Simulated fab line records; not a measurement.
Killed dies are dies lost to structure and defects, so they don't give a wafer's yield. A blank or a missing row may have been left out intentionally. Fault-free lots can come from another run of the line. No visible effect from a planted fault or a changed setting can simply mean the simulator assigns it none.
Which tool did it? | flow rit cmos | 15 lots, 45 wafers sampled, at 2 steps of a route of 202

## WHAT EACH GAUGE READ, for each wafer
RIT_GATE_THK_MEAS_07. Usual: GATE_OXIDE_THK gives 3.03 nm (standard deviation 0.069).
lot  | measured    | on            | GATE_OXIDE_THK (nm) | flag
L155 | day 2 13:27 | film metro-04 | 3.09 3.11 3.09      |
L159 | day 3 06:55 | film metro-04 | 3.09 3.07 3.01      |
L162 | day 4 02:32 | film metro-04 | 3.01 2.89 2.97      |
L163 | day 4 07:50 | film metro-01 | 3.00 2.96 2.94      |
L164 | day 4 11:42 | film metro-01 | 3.01 3.05 3.02      |
L165 | day 4 16:13 | film metro-01 | 2.94 2.85 2.92      |
L166 | day 5 01:26 | film metro-04 | 3.04 3.08 3.06      |
L168 | day 5 05:53 | film metro-04 | 3.02 3.03 3.03      |
L169 | day 5 14:42 | film metro-01 | 3.07 3.08 3.05      |
L171 | day 5 22:02 | film metro-03 | 2.92 3.00 3.01      |
L172 | day 6 06:05 | film metro-04 | 3.06 2.96 3.01      |
L174 | day 6 13:37 | film metro-01 | 3.01 2.87 2.95      |
L175 | day 6 19:03 | film metro-01 | 2.93 2.90 3.06      |
L176 | day 6 22:50 | film metro-04 | 3.00 3.11 2.98      |
L178 | day 7 09:16 | film metro-01 | 3.07 3.07 3.14      |

RIT_NSD_OVL_MEAS_06. Usual: NSD_OVL gives -0.6 nm (standard deviation 1.6).
lot  | measured    | on         | NSD_OVL (nm)   | flag
L155 | day 3 03:21 | overlay-01 | -0.3 -0.7 -0.3 |
L159 | day 3 22:26 | overlay-01 | 1.6 1.6 0.6    |
L162 | day 4 17:25 | overlay-02 | -3.5 -2.1 -1.9 |
L163 | day 4 21:34 | overlay-01 | -3.0 -1.1 -2.6 |
L164 | day 5 01:08 | overlay-02 | -0.1 0.8 1.2   |
L165 | day 5 07:22 | overlay-02 | 0.2 0.5 -1.2   |
L166 | day 5 16:01 | overlay-01 | -2.5 -2.8 -1.9 |
L168 | day 5 21:50 | overlay-02 | 1.9 2.0 1.8    |
L169 | day 6 05:20 | overlay-01 | -1.4 -1.2 -1.3 |
L171 | day 6 12:17 | overlay-01 | -0.3 -1.4 -1.0 |
L172 | day 6 21:07 | overlay-02 | 0.9 1.1 1.0    |
L174 | day 7 03:12 | overlay-02 | -4.0 -4.5 -4.5 |
L175 | day 7 08:35 | overlay-01 | 0.5 1.7 0.8    |
L176 | day 7 12:16 | overlay-02 | -0.9 -1.9 -1.9 |
L178 | day 7 23:34 | overlay-01 | -0.5 -1.4 -1.0 |

## TOOL THAT RAN EACH LOT (tool first, then ch and the chambers of the sampled wafers, then the start)
There is no process step in the record ahead of these readings.

## AS READ BY THE TOOLS THEMSELVES (means over the sampled wafers that have a number; for cases with no such wafer, the mark the record gives instead)
The record holds no such reading with a usual standard deviation.

## THE ANSWER, worked out from the rows above alone
Rule: a lot counts as off when the mean over its wafers that have a number is more than 3 standard deviations away from the usual mean. Also off: a lot with no number at a reading for which 4 or more lots have one. Where the step has rows for the other lots, those lots are counted as sound. Order of review: gauges by route order, followed by the tools' own readings, for which a lot's mean as printed above is used. At the first step where some lot is off, the reading lying furthest off is the one used; lots without a number count as furthest.
No lot is off on any of the readings shown, so nothing can be concluded from this.

## WHAT THE SIMULATOR PUT IN
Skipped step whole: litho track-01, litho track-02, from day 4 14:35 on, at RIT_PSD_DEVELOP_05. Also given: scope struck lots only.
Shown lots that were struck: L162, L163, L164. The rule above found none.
